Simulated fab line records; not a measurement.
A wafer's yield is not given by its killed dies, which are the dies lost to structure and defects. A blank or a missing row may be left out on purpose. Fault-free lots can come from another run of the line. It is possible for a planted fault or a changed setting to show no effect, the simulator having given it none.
The same fault as seen by 2 desks + flow berkeley_cmos170 + only its own numbers are on each desk; what lay behind them is given at the end

== THE METROLOGY DESK ==
Lot by lot, what the gauges showed, no matter which tool ran the lot: averages of those sampled wafers that carry a number. A lot is out of limits, marked OUT, if its mean lies more than 4 standard deviations from the usual mean; the brackets give that distance.
Columns: A = cd_nm at UCB170_M1_CD_MEAS_90, usual 701 nm; B = cd_nm at UCB170_V1_CD_MEAS_12, usual 700.0 nm
| lot  | first seen here | A   | B     |
|------|-----------------|-----|-------|
| L122 | day 8 16:59     | 698 | 701.1 |
| L123 | day 8 17:26     | 697 | 700.6 |
| L127 | day 8 21:26     | 703 | 702.5 |
| L126 | day 8 23:06     | 699 | 700.0 |
| L129 | day 9 13:41     | 697 | 699.8 |
| L128 | day 9 14:59     | 699 | 701.8 |
| L130 | day 9 23:10     | 699 | 699.0 |
| L131 | day 9 23:31     | 696 | 698.2 |
| L133 | day 10 15:05    | 704 | 700.1 |
| L136 | day 10 20:39    | 688 | 700.3 |
| L137 | day 11 12:26    | 687 | 698.2 |
| L139 | day 11 13:25    | 705 | 700.7 |
| L140 | day 12 14:50    | 702 | 699.5 |
| L142 | day 12 16:25    | 705 | 701.1 |
This desk found nothing out of limits on any of the 14 lots.

== DESK OF THE TOOL OWNER: rie_metal-04 ==
The tool's own readings at UCB170_M1_METAL_ETCH_12 (etches Al in Cl2/BCl3, stops on PSG, target depth 780 nm, time 130 s): means of the sampled wafers that have a number, for each lot that ran on this tool. A lot is out of limits, marked OUT, if its mean lies more than 4 standard deviations from the usual mean; the brackets give that distance.
Columns: A = drypump_motor_current_A at UCB170_M1_METAL_ETCH_12, usual 5.88 A; B = mfc_cl2_sccm at UCB170_M1_METAL_ETCH_12, usual 90.03 sccm; C = oes_product_au at UCB170_M1_METAL_ETCH_12, usual 0.853 a.u.; D = rf_fwd_power_W at UCB170_M1_METAL_ETCH_12, usual 597.6 W; E = throttle_valve_pct at UCB170_M1_METAL_ETCH_12, usual 24.28 %
| lot  | first seen here | A    | B     | C                | D     | E     |
|------|-----------------|------|-------|------------------|-------|-------|
| L122 | day 8 16:45     | 5.63 | 89.71 | 0.849            | 597.7 | 24.34 |
| L127 | day 8 21:11     | 5.56 | 90.01 | 0.858            | 595.9 | 24.22 |
| L129 | day 9 13:26     | 5.61 | 89.97 | 0.849            | 599.2 | 24.33 |
| L131 | day 9 23:17     | 5.61 | 89.99 | 0.843            | 596.5 | 24.34 |
| L136 | day 10 20:25    | 5.70 | 90.25 | 0.722 (-8.2) OUT | 597.7 | 24.52 |
| L137 | day 11 12:09    | 5.71 | 89.85 | 0.733 (-7.5) OUT | 591.4 | 24.49 |
This desk's finding: out of limits on L136, L137; first on L136, day 10 20:25 (oes_product_au at UCB170_M1_METAL_ETCH_12). Within limits: L122, L127, L129, L131.

== PUT TOGETHER ==
At day 10 20:25, on L136, L137, the tool owner's desk was in a position to raise an alarm.
At the metrology desk, nothing out of limits was observed.
The metrology desk has L136, L137 on record, within its limits.
Every lot named ran UCB170_M1_METAL_ETCH_12 on rie_metal-04.

== WHAT THE SIMULATOR HAD PUT IN ==
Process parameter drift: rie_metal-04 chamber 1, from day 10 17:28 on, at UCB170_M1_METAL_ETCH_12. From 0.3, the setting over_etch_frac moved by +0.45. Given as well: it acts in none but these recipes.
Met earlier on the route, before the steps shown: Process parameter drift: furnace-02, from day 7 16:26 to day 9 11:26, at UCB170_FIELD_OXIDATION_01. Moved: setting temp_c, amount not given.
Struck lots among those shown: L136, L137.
Hours from the fault's start to each desk's first reading out of limits: the tool owner's desk, 3.
